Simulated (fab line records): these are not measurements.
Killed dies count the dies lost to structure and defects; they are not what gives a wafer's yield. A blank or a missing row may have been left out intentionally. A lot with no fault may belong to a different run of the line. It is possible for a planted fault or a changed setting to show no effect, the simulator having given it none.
fab line records	flow berkeleyCmos170
record: lots: 15	wafers: 45	lastDay: 13
route steps=331 shown PSD@178
lots untouched by any fault: they come from a run of this same line in which no faults occurred
startH: hours from the record's first day to the start of the lot's first wafer shown	waitH: hours from the lot's prior step to this one	" the same as in the row above	L1.1+2: a row that stands for several wafers	- no value, or no start given	* or withheld: withheld	< > ~ a bound
route shown NAME@n: names a module that has steps shown in the file, with the first one's number in the route	usual: mean/standard deviation of fault-free wafers	same: alike in all rows	chamber/n: place in a boat	sites: each site's reading	_std_site: standard deviation of those values	_edge_site: mean of outer sites minus mean of inner sites	radiusMm: how far each site lies from the wafer's centre	mask NAME#n: copy n	behind: tool/chamber where the wafer was last shaped	hold: cause of the lot's hold/its duration in hours/its outcome	device: names the non-switching transistor (n, p or np)	end of line: at the end of the route, the tests of the same wafers	a step without rows: its recipe alone	killed: at the first sort, the dies lost to defects and structure; wafer yield is something else	map: a wafer's dies, x killed, . not, _ none there
set.NAME: the setting the step ran with; set.NAME@STEP: the setting that earlier step ran with	model.NAME: the simulator's own value behind a step, which no gauge read
the route's steps for a sample of lots (tables are steps, rows are wafers)
services: a tool's chamber out of use, with start hour (startH, from the record's first day; less than 0 if before it), hours out, and reason
== steps ==
step: UCB170_PSD_EXPOSE_03
recipe: maskId: PSELECT_MOD	na: 0.5	sigmaOuter: 0.6	sourceShape: conventional	targetCdNm: 1200	doseMj: 30
lot.wafer	tool	chamber	startH	waitH	mask
L949.1+3+5	krfScanner-01	0	166.13	0.3	PSELECT_MOD#0
L954.1+4+5	krfScanner-01	0	196.39	0.2	PSELECT_MOD#0
L956.1+2+6	krfScanner-02	0	196.63	0.3	PSELECT_MOD#0
L957.1+4+5	krfScanner-02	0	210.70	0.1	PSELECT_MOD#0
L961.1+2+5	krfScanner-01	0	210.94	0.3	PSELECT_MOD#0
L958.2+4+5	krfScanner-01	0	211.08	0.4	PSELECT_MOD#0
L959.1+4+5	krfScanner-02	0	211.41	0.4	PSELECT_MOD#0
L963.1+3+4	krfScanner-01	0	222.65	0.2	PSELECT_MOD#0
L960.2+3+6	krfScanner-02	0	223.02	0.3	PSELECT_MOD#0
L967.1+5+6	krfScanner-01	0	245.23	0.2	PSELECT_MOD#0
L965.4+5+6	krfScanner-02	0	245.53	0.5	PSELECT_MOD#0
L964.1+4+5	krfScanner-02	0	245.59	0.4	PSELECT_MOD#0
L969.4+5+6	krfScanner-02	0	265.93	0.3	PSELECT_MOD#0
L971.1+4+5	krfScanner-01	0	275.88	0.3	PSELECT_MOD#0
L970.1+2+5	krfScanner-01	0	282.32	0.1	PSELECT_MOD#0
step: UCB170_PSD_OVL_MEAS_07
usual: PSD_OVL: 1/6.1
lot.wafer	tool	chamber	startH	waitH	PSD_OVL[nm]
L949.1	overlay-02	-	166.92	0.1	-8
L949.3	"	-	"	"	-3
L949.5	"	-	"	"	-15
L954.1	overlay-02	-	197.35	0.1	-6
L954.4	"	-	"	"	3
L954.5	"	-	"	"	4
L956.1	overlay-01	-	197.37	0.1	4
L956.2	"	-	"	"	4
L956.6	"	-	"	"	2
L957.1	overlay-02	-	211.43	0.1	3
L957.4	"	-	"	"	-1
L957.5	"	-	"	"	1
L961.1	overlay-02	-	211.82	0.1	-3
L961.2	"	-	"	"	1
L961.5	"	-	"	"	6
L958.2	overlay-01	-	212.02	0.1	5
L958.4	"	-	"	"	-4
L958.5	"	-	"	"	-5
L959.1	overlay-01	-	212.17	0.1	7
L959.4	"	-	"	"	7
L959.5	"	-	"	"	-2
L963.1	overlay-01	-	223.42	0.1	6
L963.3	"	-	"	"	-4
L963.4	"	-	"	"	3
L960.2	overlay-02	-	223.70	0.1	5
L960.3	"	-	"	"	4
L960.6	"	-	"	"	4
L967.1	overlay-02	-	245.74	0.1	3
L967.5	"	-	"	"	-2
L967.6	"	-	"	"	-6
L965.4	overlay-02	-	246.00	0.1	-159
L965.5	"	-	"	"	-157
L965.6	"	-	"	"	-154
L964.1	overlay-02	-	246.26	0.1	-157
L964.4	"	-	"	"	-154
L964.5	"	-	"	"	-160
L969.4	overlay-01	-	266.40	0.1	-148
L969.5	"	-	"	"	-153
L969.6	"	-	"	"	-154
L971.1	overlay-02	-	276.82	0.1	-9
L971.4	"	-	"	"	-7
L971.5	"	-	"	"	-6
L970.1	overlay-02	-	283.24	0.1	5
L970.2	"	-	"	"	-5
L970.5	"	-	"	"	6
== services ==
tool	chamber	startH	hours	kind
krfScanner-02	-	143.70	1.0	pm
krfScanner-02	-	154.16	1.3	pm
krfScanner-01	-	212.82	1.3	pm
krfScanner-01	0	225.48	-	calibration
krfScanner-02	-	237.70	3.0	repair
krfScanner-02	-	238.10	1.9	repair
krfScanner-02	-	247.37	1.0	repair
krfScanner-02	-	274.24	0.4	repair
== key ==
firstSign: step: UCB170_PSD_OVL_MEAS_07	reading: PSD_OVL	direction: down	sigmas: 26	usual: 1	struck: -155
effect none on later readings
metAt UCB170_PSD_EXPOSE_03
struckLots L964,L965,L969
testerLeftOut L964,L965,L969
onsetBetween 223.02 245.53
fault: kind: scannerMatchingOverlay	tool: krfScanner-02	chamber: -	onsetH: 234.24	steps: UCB170_PSD_EXPOSE_03	offset: -160
testerLeftOut: of these lots the tester's yield and bins aren't shown, on N5 and GAA mostly nor the transistor test; their killed dies are dies lost to structure and defects alone, not to doping, threshold or leakage, so they don't give the yield
